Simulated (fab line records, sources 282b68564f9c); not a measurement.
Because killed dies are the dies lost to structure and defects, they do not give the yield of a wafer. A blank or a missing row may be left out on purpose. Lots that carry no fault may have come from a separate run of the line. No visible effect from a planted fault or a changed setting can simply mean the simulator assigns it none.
2 desks looking at one fault ; flow rit-cmos ; every desk sees just its own numbers, and what lay behind them comes last

## THE METROLOGY DESK
Lot by lot, what the gauges showed, no matter which tool ran the lot: averages of those sampled wafers that carry a number. The brackets show how far a lot's mean lies from the usual mean; more than 4 standard deviations puts the lot out of limits, marked OUT.
Columns: A = cd-nm at RIT_GATE_CD_MEAS_16, usual 150.2 nm; B = NLDD_OVL at RIT_NLDD_OVL_MEAS_06, usual 0.1 nm; C = PSD_OVL at RIT_PSD_OVL_MEAS_06, usual 0.1 nm
lot;first seen here;A;B;C
L472;day 2 18:18;149.3;0.4;0.6
L473;day 2 19:56;152.0;-0.6;-1.0
L474;day 3 01:34;153.6;0.3;0.7
L475;day 3 05:56;149.4;-1.9;-1.3
L476;day 3 09:44;148.5;0.3;-1.9
L478;day 3 18:58;151.6;-298.5 (-99 or more) OUT;0.9
L480;day 4 08:01;154.3;-0.7;-0.7
L481;day 4 10:23;151.3;-2.0;-1.6
L482;day 4 14:23;147.7;-301.3 (-99 or more) OUT;0.9
L483;day 4 21:26;148.3;-299.2 (-99 or more) OUT;1.1
L484;day 5 00:40;151.9;-298.7 (-99 or more) OUT;1.2
L489;day 6 04:08;149.3;0.0;1.8
L490;day 6 16:21;149.1;2.8;0.5
L492;day 6 21:25;151.1;-1.5;-0.8
L493;day 7 05:52;148.7;-0.7;-0.6
L495;day 7 15:17;148.7;-0.4;-0.7
Finding of this desk: L478, L482, L483, L484 out of limits, first seen on L478 at day 3 23:32 (NLDD_OVL at RIT_NLDD_OVL_MEAS_06). L472, L473, L474, L475, L476, L480, L481, L489, L490, L492, L493, L495 stayed within limits.

## DESK OF THE TOOL OWNER: iline-stepper-01
The tool's own readings at RIT_NLDD_EXPOSE_03 (exposes mask M7, target cd 40700 nm): means of the sampled wafers that have a number, for each lot that ran on this tool. The brackets show how far a lot's mean lies from the usual mean; more than 4 standard deviations puts the lot out of limits, marked OUT.
Columns: A = reticle-temp-C at RIT_NLDD_EXPOSE_03, usual 23.00 C; B = stage-vel-mm-s at RIT_NLDD_EXPOSE_03, usual 500.06 mm/s
lot;first seen here;A;B
L472;day 2 22:35;23.08;500.30
L473;day 3 00:10;23.02;500.14
L474;day 3 06:07;22.96;500.22
L475;day 3 10:17;22.94;500.05
L476;day 3 13:52;23.03;499.66
L478;day 3 23:08;23.02;500.04
L482;day 4 18:40;22.98;500.12
L483;day 5 01:43;22.87;499.90
L484;day 5 04:50;22.84;500.02
This desk's verdict: no lot among the 9 shows anything out of limits.

## PUT TOGETHER
Metrology desk: alarm possible at day 3 23:32 on L478, L482, L483, L484.
The desk of the tool owner found nothing out of limits.
The tool owner's desk has L478, L482, L483, L484 on record, within its limits.
Every lot named ran RIT_NLDD_EXPOSE_03 on iline-stepper-01.

## WHAT THE SIMULATOR PUT IN
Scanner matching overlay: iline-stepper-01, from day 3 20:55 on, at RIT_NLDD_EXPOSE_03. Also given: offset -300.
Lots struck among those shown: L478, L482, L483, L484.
Delay in hours, fault start to first out-of-limits reading, per desk: metrology desk 3.
